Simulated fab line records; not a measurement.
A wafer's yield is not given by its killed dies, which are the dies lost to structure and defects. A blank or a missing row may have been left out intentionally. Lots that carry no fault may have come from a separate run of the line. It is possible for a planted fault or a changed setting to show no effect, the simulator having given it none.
Comparing a struck lot with a sound one ; flow rit_cmos ; 34 out of 202 route steps
Sound: the wafers L789.2, L789.3, L789.4. Wafers L781.4, L781.5, L781.6 were the ones struck. The cause is named last.
For every step that has rows: the tool of each side, followed by ch and its chambers, followed by its first start. Under that, the readings that differ: sound wafers ; struck wafers ; difference of the means ; sigmas: that difference in standard deviations of wafers without a fault.
alike: same words and numbers on both sides, and readings whose means sit less than 2 such deviations apart. not compared: any withheld reading, any reading some wafer has no value for, any bound like >300 that may hide the same value, and any number with overlapping values for which the record gives no deviation.
A row with sigmas, a row that says differs or no value, or rows on one side alone: a step with any of these is where the two part. When numbers do not overlap yet have no deviation, they are printed without sigmas and do not part them. Lack of a reading on every wafer of one side parts them only where that side has two or more wafers.

first, 3 steps without rows for these wafers: RIT_PWELL_EXPOSE_03 (exposes mask M3, target cd 43700 nm); RIT_PWELL_PEB_04; RIT_PWELL_DEVELOP_05 (develop time 68 s).
RIT_PWELL_OVL_MEAS_06:
  sound on overlay-01, day 5 07:19; struck on overlay-01, day 3 15:04
  alike: PWELL_OVL
then, 2 steps without rows for these wafers: RIT_PWELL_HARDBAKE_07 (time 120 s); RIT_PWELL_IMPLANT_08.
RIT_PWELL_STRIP_09: strips in O2, time 180 s.
  sound on plasma_asher-03 ch 0,1, day 5 07:45; struck on plasma_asher-03 ch 0,1, day 3 15:32
  alike: drypump_motor_current_A
  not compared: rf_hours_counter_h
RIT_PWELL_TW_MEAS_10:
  sound on film_metro-04, day 5 07:56; struck on film_metro-03, day 3 15:41
  alike: PWELL_TW
then, 1 step without rows for these wafers: RIT_WELLDRIVE_ANNEAL_00 (time 14700 s).
RIT_WELLDRIVE_RS_MEAS_01: a four-point-probe measurement.
  sound on film_metro-04, day 5 13:05; struck on film_metro-03, day 3 20:52
  alike: NWELL_RS
RIT_WELLDRIVE_RS_MEAS_02: a four-point-probe measurement.
  sound on film_metro-04, day 5 13:12; struck on film_metro-03, day 3 20:59
  alike: PWELL_RS
then, 1 step without rows for these wafers: RIT_NRETRO_HMDS_00 (prime time 60 s).
RIT_NRETRO_COAT_01: resist thk 1300 nm.
  struck on litho_track-02, day 3 21:16; sound on litho_track-02 ch 0, day 5 13:29
  no value came back on the struck wafers for chill_plate_temp_C (C), dispense_pressure_kPa (kPa); on the sound wafers chill_plate_temp_C (C) reads 23.06 22.97 23.05
then, 4 steps without rows for these wafers: RIT_NRETRO_SOFTBAKE_02 (time 60 s); RIT_NRETRO_EXPOSE_03 (exposes mask M4, target cd 43900 nm); RIT_NRETRO_PEB_04; RIT_NRETRO_DEVELOP_05 (develop time 68 s).
RIT_NRETRO_OVL_MEAS_06:
  sound on overlay-02, day 5 14:20; struck on overlay-01, day 3 21:56
reading;sound;struck;difference;sigmas
NRETRO_OVL (nm);-3.7 -3.4 -2.5;- - -;no value on the struck wafers;
then, 2 steps without rows for these wafers: RIT_NRETRO_HARDBAKE_07 (time 120 s); RIT_NRETRO_IMPLANT_08.
RIT_NRETRO_STRIP_09: strips in O2, time 180 s.
  sound on plasma_asher-04 ch 0,1, day 5 14:54; struck on plasma_asher-03 ch 0,1, day 3 22:25
  alike: drypump_motor_current_A
  not compared: rf_hours_counter_h
RIT_NRETRO_TW_MEAS_10:
  sound on film_metro-02, day 5 15:05; struck on film_metro-01, day 3 22:34
  alike: NRETRO_TW
then, 6 steps without rows for these wafers: RIT_PRETRO_HMDS_00 (prime time 60 s); RIT_PRETRO_COAT_01 (resist thk 1300 nm); RIT_PRETRO_SOFTBAKE_02 (time 60 s); RIT_PRETRO_EXPOSE_03 (exposes mask M5, target cd 43700 nm); RIT_PRETRO_PEB_04; RIT_PRETRO_DEVELOP_05 (develop time 68 s).
RIT_PRETRO_OVL_MEAS_06:
  sound on overlay-01, day 5 16:13; struck on overlay-02, day 3 23:37
  alike: PRETRO_OVL
then, 2 steps without rows for these wafers: RIT_PRETRO_HARDBAKE_07 (time 120 s); RIT_PRETRO_IMPLANT_08.
RIT_PRETRO_STRIP_09: strips in O2, time 180 s.
  sound on plasma_asher-01 ch 0,1, day 5 16:45; struck on plasma_asher-03 ch 0,1, day 4 00:05
  alike: drypump_motor_current_A
  not compared: rf_hours_counter_h
RIT_PRETRO_TW_MEAS_10:
  sound on film_metro-02, day 5 16:56; struck on film_metro-01, day 4 00:14
reading;sound;struck;difference;sigmas
PRETRO_TW;478 476 479;1061 1059 1066;+584;+99 or more
then, 1 step without rows for these wafers: RIT_GATE_WET_ETCH_00 (etches SiO2 in BOE, target depth 56 nm, time 60 s).

## WHERE THEY PART
At RIT_NRETRO_COAT_01 first; at RIT_PRETRO_TW_MEAS_10 last (within this record only).

WHY: the cause the simulator had injected
Step skipped in full: litho_track-02, at RIT_NRETRO_COAT_01, from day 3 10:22 onward. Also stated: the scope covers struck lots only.
